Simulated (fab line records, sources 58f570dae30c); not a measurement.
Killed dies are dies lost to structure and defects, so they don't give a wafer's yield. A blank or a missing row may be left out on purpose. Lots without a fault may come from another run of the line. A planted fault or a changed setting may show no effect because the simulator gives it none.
Tool commonality check | flow berkeley_cmos170 | 8 lots, 33 wafers sampled

WHY IT WAS OPENED
At UCB170_GATE_THK_MEAS_02 the reading GATE_OXIDE_THK is flagged on 3 of 8 lots. Wafers without a fault read 6.65 nm, standard deviation 0.13.
Rule: a lot is flagged when every wafer of it that has a number lies more than 4 standard deviations from that mean, or none has a number. The other lots count as sound.

lot  | measured    | on            | GATE_OXIDE_THK (nm), wafer by wafer | flag
L427 | day 6 09:48 | film_metro-02 | 6.32 6.29 6.54                      |
L429 | day 6 09:50 | film_metro-02 | 6.55 6.58 6.56                      |
L428 | day 6 09:55 | film_metro-04 | 6.58 6.52 6.40                      |
L431 | day 7 10:33 | film_metro-04 | 6.59 6.69 6.67                      |
L430 | day 7 10:35 | film_metro-01 | 6.59 6.67 6.71                      |
L436 | day 8 05:19 | film_metro-01 | 7.43 7.56 7.48 7.35 7.57 7.44       | FLAGGED
L434 | day 8 05:19 | film_metro-02 | 7.64 7.49 7.51 7.62 7.53 7.46       | FLAGGED
L435 | day 8 05:23 | film_metro-01 | 7.51 7.53 7.59 7.51 7.50 7.62       | FLAGGED
The numbers of the flagged lots are 7.52 nm on average: +0.87 nm against the usual, or +7 standard deviations.

WHICH TOOL RAN EACH LOT
The record holds 1 process step before the reading, out of a route of 331 steps. In each cell: the tool, then ch and the chambers that the sampled wafers went through, then the start.
lot  | flag    | UCB170_GATE_OXIDATION_01
L427 |         | furnace-04 ch 0, day 6 08:17
L429 |         | furnace-04 ch 0, day 6 08:17
L428 |         | furnace-04 ch 0, day 6 08:17
L431 |         | furnace-01 ch 0, day 7 09:03
L430 |         | furnace-01 ch 0, day 7 09:03
L436 | FLAGGED | furnace-01 ch 0, day 8 03:49
L434 | FLAGGED | furnace-01 ch 0, day 8 03:49
L435 | FLAGGED | furnace-01 ch 0, day 8 03:49
What these steps do:
- UCB170_GATE_OXIDATION_01: target thk 6.6 nm, ox time 1800 s.
- UCB170_GATE_THK_MEAS_02

FLAGGED OVER TOTAL, TOOL BY TOOL (the gauges that took the reading come last)
step                     | tool          | lots run | flagged | share of the flagged lots | sound lots run after its first flagged lot
UCB170_GATE_OXIDATION_01 | furnace-01    | 5        | 3       | all                       | 0
UCB170_GATE_OXIDATION_01 | furnace-04    | 3        | 0       | none                      | -
UCB170_GATE_THK_MEAS_02  | film_metro-01 | 3        | 2       | some                      | 0
UCB170_GATE_THK_MEAS_02  | film_metro-02 | 3        | 1       | some                      | 0
UCB170_GATE_THK_MEAS_02  | film_metro-04 | 2        | 0       | none                      | -

WHAT THE TABLE ALLOWS
1 row of the table ran every flagged lot: furnace-01 at UCB170_GATE_OXIDATION_01.
- furnace-01 at UCB170_GATE_OXIDATION_01: 3 of its 5 lots flagged. Its last sound lot is L430 (day 7 09:03), its first flagged lot L434 (day 8 03:49): a fault that began between those two fits.
One tool is left: furnace-01 at UCB170_GATE_OXIDATION_01.

WHAT THE SIMULATOR HAD PUT IN
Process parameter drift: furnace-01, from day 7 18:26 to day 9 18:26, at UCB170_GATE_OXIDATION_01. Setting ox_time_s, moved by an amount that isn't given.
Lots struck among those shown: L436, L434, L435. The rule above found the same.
